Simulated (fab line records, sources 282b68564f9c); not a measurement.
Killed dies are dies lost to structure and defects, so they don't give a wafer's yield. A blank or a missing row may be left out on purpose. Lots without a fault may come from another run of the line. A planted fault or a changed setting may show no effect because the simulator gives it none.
A struck lot beside a sound one | flow rit_cmos | 27 steps out of a route of 202
Sound: wafers L126.1, L126.2, L126.5. Struck: wafers L135.1, L135.2, L135.3. The cause comes at the end.
At each step with rows: each side's tool, then ch and its chambers, then its first start. Under that, the readings that differ: sound wafers | struck wafers | difference of the means | sigmas: that difference in standard deviations of wafers without a fault.
alike: readings whose means differ by less than 2 such deviations, and words and numbers that are the same on both sides. not compared: withheld readings, readings that some wafer has no value for, bounds like >300 that may hide the same value, and numbers for which the record gives no deviation and whose values overlap.
The two part at a step that has a row with sigmas, a row that says differs or no value, or rows on one side only. Numbers that don't overlap but have no deviation are shown without sigmas and don't part them. A reading that every wafer of one side lacks parts them only if that side has two wafers or more.

RIT_ACTIVE_BOW_MEAS_00:
  sound on film_metro-04, day 2 21:00; struck on film_metro-04, day 4 18:00
  alike: INCOMING_BOW
then, 1 step without rows for these wafers: RIT_ACTIVE_OXIDATION_01 (target thk 46.8 nm, ox time 3360 s).
RIT_ACTIVE_THK_MEAS_02:
  sound on film_metro-01, day 2 23:03; struck on film_metro-01, day 4 20:03
  alike: ACTIVE_OXIDE_THK
RIT_ACTIVE_CVD_03: deposits Si3N4 from SiH2Cl2/NH3, target thk 150 nm, time 1500 s.
  sound on lpcvd-02 ch 1, day 2 23:07; struck on lpcvd-02 ch 1, day 4 20:07
  reading                                  | sound             | struck            | difference | sigmas
  nh3_flow_sccm (sccm)                     | 150.2 149.8 149.8 | 180.8 180.5 179.6 | +30.4      | +84
  model.Si3N4_of_ACTIVE_CVD_03.thk_nm (nm) | 148.9 151.1 148.6 | 171.4 170.4 169.8 | +21.0      |
RIT_ACTIVE_THK_MEAS_04:
  sound on film_metro-04, day 3 00:32; struck on film_metro-04, day 4 22:14
  reading                 | sound             | struck            | difference | sigmas
  ACTIVE_NITRIDE_THK (nm) | 148.9 151.1 148.6 | 171.3 170.5 169.9 | +21.0      | +16
then, 6 steps without rows for these wafers: RIT_ACTIVE_HMDS_05 (prime time 60 s); RIT_ACTIVE_COAT_06 (resist thk 1000 nm); RIT_ACTIVE_SOFTBAKE_07 (time 60 s); RIT_ACTIVE_EXPOSE_08 (exposes mask M1, target cd 1400 nm); RIT_ACTIVE_PEB_09; RIT_ACTIVE_DEVELOP_10 (develop time 50 s).
RIT_ACTIVE_CD_MEAS_11: target cd 1400 nm.
  sound on cd_sem-01, day 3 01:34; struck on cd_sem-01, day 4 23:16
  reading    | sound                | struck               | difference | sigmas
  cd_nm (nm) | 1398.1 1399.6 1398.9 | 1402.3 1402.5 1403.5 | +3.9       | +2
then, 1 step without rows for these wafers: RIT_ACTIVE_HARDBAKE_12 (time 60 s).
RIT_ACTIVE_ETCH_13: etches Si3N4 in SF6, stops on SiO2, time 210 s, target depth 210 nm.
  sound on rie_diel-04 ch 2,3, day 3 01:50; struck on rie_diel-03 ch 0,1,2, day 4 23:32
  reading                            | sound             | struck            | difference | sigmas
  oes_product_au (a.u.)              | 0.808 0.814 0.800 | 0.898 0.867 0.873 | +0.072     | +6
  model.etch.depth_nm (nm)           | 148.9 151.1 148.6 | 171.4 170.4 169.8 | +21.0      |
  model.ACTIVE.feature_depth_nm (nm) | 148.9 151.1 148.6 | 171.4 170.4 169.8 | +21.0      |
  alike: drypump_motor_current_A, throttle_valve_pct
  not compared: rf_hours_counter_h
RIT_ACTIVE_STRIP_14: strips in O2, time 180 s.
  sound on plasma_asher-01 ch 0,1, day 3 01:58; struck on plasma_asher-02 ch 0,1, day 4 23:41
  alike: drypump_motor_current_A, rf_refl_power_W
  not compared: rf_hours_counter_h
RIT_ACTIVE_CD_MEAS_90: target cd 1400 nm.
  sound on cd_sem-02, day 3 02:08; struck on cd_sem-01, day 4 23:51
  reading    | sound                | struck               | difference | sigmas
  cd_nm (nm) | 1398.3 1399.1 1399.5 | 1402.3 1402.4 1403.9 | +3.9       | +2
then, 4 steps without rows for these wafers: RIT_ACTIVE_CLEAN_15 (cleans in SC1, time 600 s); RIT_ACTIVE_CLEAN_16 (cleans in dHF, time 30 s); RIT_ACTIVE_CLEAN_17 (cleans in SC2, time 600 s); RIT_FOX1_OXIDATION_00 (target thk 350.7 nm, ox time 1130 s).
RIT_FOX1_THK_MEAS_01:
  sound on film_metro-04, day 3 04:23; struck on film_metro-01, day 5 03:15
  alike: FOX1_OXIDE_THK
then, 2 steps without rows for these wafers: RIT_FOX1_WET_ETCH_02 (etches SiO2 in BOE, target depth 350 nm, time 390 s); RIT_FOX2_OXIDATION_00 (target thk 350.7 nm, ox time 1130 s).
RIT_FOX2_THK_MEAS_01:
  sound on film_metro-04, day 3 05:53; struck on film_metro-02, day 5 04:44
  alike: FOX2_OXIDE_THK
RIT_FOX2_CLEAN_02: cleans in dHF, time 180 s.
  sound on wet_bench-04 ch 3, day 3 05:56; struck on wet_bench-04 ch 3, day 5 04:48
  reading                                  | sound             | struck            | difference | sigmas
  model.Si3N4_of_ACTIVE_CVD_03.thk_nm (nm) | 129.6 131.8 129.4 | 152.2 151.2 150.6 | +21.1      |
then, 1 step without rows for these wafers: RIT_FOX2_WET_ETCH_03 (etches Si3N4 in H3PO4, target depth 195 nm, time 2700 s).
RIT_M1_PROBE_99:
  sound on prober-02, day 4 20:44; struck on prober-01, day 6 19:13
  alike: killed_at_M0_to_M3, killed_at_front_end, killed_dies, killed_open, killed_short

WHERE THEY PART
First at RIT_ACTIVE_CVD_03; last, within this record, at RIT_ACTIVE_CD_MEAS_90. Later steps at which nothing parts them and some readings are alike: RIT_FOX1_THK_MEAS_01, RIT_FOX2_THK_MEAS_01, RIT_M1_PROBE_99.

WHY: what the simulator had put in
Process parameter drift: lpcvd-02, from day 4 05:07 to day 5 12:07, at RIT_ACTIVE_CVD_03. Setting nh3_flow_sccm, moved by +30, from 150. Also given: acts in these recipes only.
